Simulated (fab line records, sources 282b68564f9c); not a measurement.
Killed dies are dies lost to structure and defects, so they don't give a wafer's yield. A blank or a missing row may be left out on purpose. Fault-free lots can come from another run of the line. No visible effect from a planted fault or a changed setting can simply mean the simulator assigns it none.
fab line records | flow rit_cmos
record: lots: 13 wafers: 39 last_day: 8
route steps=202 shown NWELL@37 NRETRO@63 PRETRO@74
lots that met no fault: taken from a fault-free run of the same line
start_h: hours from the record's first day to the start of the lot's first wafer shown | wait_h: hours since the lot's step before | " same as the row above | L1.1+2: several wafers, shown together as one row | - no value, or no start was given | * or withheld: withheld | < > ~ a bound
route shown NAME@n: a module of which the file shows steps, and the number in the route of the first | usual: the fault-free wafers' mean and standard deviation | same: alike in all rows | chamber/n: place in a boat | sites: readings site by site | _std_site: standard deviation across them | _edge_site: inner sites' mean taken away from outer sites' mean | radius_mm: how far each site lies from the wafer's centre | mask NAME#n: copy n | behind: the tool/chamber that last shaped the wafer | hold: why the lot was held/for how many hours/how that ended | device: whichever transistor did not switch (one of n, p or np) | end of line: tests run on the same wafers once the route is complete | a step without rows: its recipe alone | killed: the dies lost at the first sort to structure and to defects; this is not the yield of the wafer | map: the dies of a wafer, with x for killed, . for not killed, _ for no die there
set.NAME: the setting as run; set.NAME@STEP: as run at that earlier step | model.NAME: the simulator's own value behind a step, which no gauge read
route steps across a sampled set of lots; one table per step, one row per wafer
services: when a tool's chamber went out of use (start_h, in hours from the record's first day, below 0 if earlier), for how many hours, and the reason
== steps ==
step: RIT_NWELL_STRIP_09
recipe: chemistry: O2 time_s: 180 resist: NOVOLAK platen_temp_c: withheld power_w: 500 pressure_mtorr: 4000 o2_flow_sccm: 4000
usual: drypump_motor_current_A: 5.9/0.48 run_length_s: 208.3/0.33
columns lot.wafer tool chamber start_h wait_h drypump_motor_current_A rf_hours_counter_h run_length_s
L815.1 plasma_asher-01 0 22.28 0.1 4.8 34 207.6
L815.4 " 1 " " 6.0 - 208.0
L815.6 " 0 " " 4.7 - 207.7
L816.2 plasma_asher-04 0 27.28 0.1 5.8 39 208.7
L816.3 " 1 " " 5.9 - 207.9
L816.5 " 1 " " 5.9 - 207.9
L817.2 plasma_asher-04 0 31.82 0.1 5.8 40 208.3
L817.4 " 0 " " 5.8 - 208.7
L817.5 " 0 " " 5.8 - 208.2
L821.3 plasma_asher-04 0 56.97 0.1 5.8 - 208.5
L821.4 " 1 " " 5.9 - 208.2
L821.5 " 1 " " 5.9 - 208.1
L822.1 plasma_asher-04 0 59.55 0.1 5.8 42 208.6
L822.2 " 1 " " 5.9 42 208.1
L822.6 " 0 " " 5.8 - 208.5
L823.2 plasma_asher-03 1 62.86 0.1 5.9 29 208.2
L823.4 " 0 " " 6.4 - 208.5
L823.6 " 1 " " 5.9 - 208.1
L824.1 plasma_asher-03 0 71.44 0.1 6.4 30 72.8
L824.3 " 0 " " 6.4 - 72.7
L824.4 " 1 " " 5.9 - 72.5
L829.3 plasma_asher-01 0 95.77 0.1 4.7 - 207.9
L829.4 " 1 " " 6.0 - 208.2
L829.6 " 0 " " 4.7 - 208.0
L830.1 plasma_asher-04 1 99.61 0.1 5.9 47 207.8
L830.2 " 0 " " 5.8 47 208.5
L830.3 " 1 " " 5.9 - 207.7
L834.4 plasma_asher-03 1 122.76 0.1 5.9 - 208.8
L834.5 " 1 " " 5.9 - 208.5
L834.6 " 0 " " 6.4 - 208.1
L835.1 plasma_asher-01 1 128.87 0.1 6.1 45 208.0
L835.4 " 0 " " 4.8 - 208.1
L835.6 " 1 " " 6.0 - 208.4
L836.3 plasma_asher-03 1 134.44 0.1 5.9 - 208.2
L836.4 " 0 " " 6.4 - 208.2
L836.6 " 1 " " 5.9 - 208.7
L838.2 plasma_asher-01 0 147.82 0.1 4.7 47 207.8
L838.3 " 0 " " 4.7 - 207.7
L838.5 " 1 " " 6.0 - 208.3
step: RIT_NRETRO_TW_MEAS_10
usual: NRETRO_TW: 1054/8.1
columns lot.wafer tool chamber start_h wait_h NRETRO_TW
L815.1 film_metro-04 - 31.63 0.1 1045
L815.4 " - " " 1053
L815.6 " - " " 1049
L816.2 film_metro-03 - 36.38 0.1 1066
L816.3 " - " " 1072
L816.5 " - " " 1068
L817.2 film_metro-04 - 41.58 0.1 1051
L817.4 " - " " 1046
L817.5 " - " " 1049
L821.3 film_metro-04 - 66.05 0.1 1042
L821.4 " - " " 1046
L821.5 " - " " 1047
L822.1 film_metro-02 - 69.48 0.1 1050
L822.2 " - " " 1042
L822.6 " - " " 1050
L823.2 film_metro-02 - 72.04 0.1 1058
L823.4 " - " " 1059
L823.6 " - " " 1058
L824.1 film_metro-02 - 80.29 0.1 31
L824.3 " - " " 31
L824.4 " - " " 31
L829.3 film_metro-02 - 105.50 0.1 1053
L829.4 " - " " 1049
L829.6 " - " " 1047
L830.1 film_metro-04 - 108.21 0.1 1047
L830.2 " - " " 1044
L830.3 " - " " 1043
L834.4 film_metro-04 - 135.47 0.1 1048
L834.5 " - " " 1044
L834.6 " - " " 1047
L835.1 film_metro-02 - 141.58 0.1 1054
L835.4 " - " " 1052
L835.6 " - " " 1059
L836.3 film_metro-02 - 146.56 0.1 1052
L836.4 " - " " 1056
L836.6 " - " " 1053
L838.2 film_metro-03 - 158.25 0.1 1058
L838.3 " - " " 1060
L838.5 " - " " 1059
step: RIT_PRETRO_TW_MEAS_10
usual: PRETRO_TW: 471/4.5
columns lot.wafer tool chamber start_h wait_h PRETRO_TW
L815.1 film_metro-04 - 33.31 0.1 474
L815.4 " - " " 473
L815.6 " - " " 471
L816.2 film_metro-02 - 37.93 0.1 475
L816.3 " - " " 475
L816.5 " - " " 478
L817.2 film_metro-01 - 43.14 0.1 468
L817.4 " - " " 471
L817.5 " - " " 468
L821.3 film_metro-01 - 67.72 0.1 465
L821.4 " - " " 464
L821.5 " - " " 467
L822.1 film_metro-01 - 71.30 0.1 468
L822.2 " - " " 465
L822.6 " - " " 465
L823.2 film_metro-02 - 73.74 0.1 476
L823.4 " - " " 474
L823.6 " - " " 478
L824.1 film_metro-01 - 81.84 0.1 61
L824.3 " - " " 54
L824.4 " - " " 58
L829.3 film_metro-02 - 107.05 0.1 474
L829.4 " - " " 476
L829.6 " - " " 476
L830.1 film_metro-01 - 109.76 0.1 467
L830.2 " - " " 465
L830.3 " - " " 467
L834.4 film_metro-01 - 137.15 0.1 468
L834.5 " - " " 469
L834.6 " - " " 467
L835.1 film_metro-02 - 143.13 0.1 478
L835.4 " - " " 476
L835.6 " - " " 478
L836.3 film_metro-04 - 148.24 0.1 473
L836.4 " - " " 471
L836.6 " - " " 474
L838.2 film_metro-01 - 159.80 0.1 468
L838.3 " - " " 464
L838.5 " - " " 465
== services ==
columns tool chamber start_h hours kind
plasma_asher-04 - 7.50 5.9 repair
plasma_asher-01 - 103.33 0.4 repair
plasma_asher-04 - 108.75 9.0 pm
plasma_asher-04 0 108.75 9.0 vent_cycle
plasma_asher-04 1 108.75 9.0 vent_cycle
plasma_asher-04 0 117.75 - clean
plasma_asher-04 1 117.75 - clean
plasma_asher-04 - 146.74 1.6 repair
== key ==
first_sign: step: RIT_NWELL_STRIP_09 reading: run_length_s direction: down sigmas: 99+ usual: * struck: *
effect: step: RIT_NRETRO_TW_MEAS_10 reading: NRETRO_TW direction: down sigmas: 99+ usual: 1054 struck: 31
effect: step: RIT_PRETRO_TW_MEAS_10 reading: PRETRO_TW direction: down sigmas: 92 usual: 471 struck: 58
met_at RIT_NWELL_STRIP_09
struck_lots L824
sort_left_out L824.1,L824.3,L824.4
tester_left_out L824
onset_between 62.86 71.44
fault: kind: strip_aborted tool: plasma_asher-03 chamber: - onset_h: 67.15 steps: RIT_NWELL_STRIP_09 offset: 0.6 end_h: 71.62
tester_left_out: of these lots the tester's yield and bins aren't shown, on N5 and GAA mostly nor the transistor test; their killed dies are dies lost to structure and defects alone, not to doping, threshold or leakage, so they don't give the yield
sort_left_out: the simulated sort isn't trusted on such a fault, so these wafers' sort isn't shown, and their yield isn't known
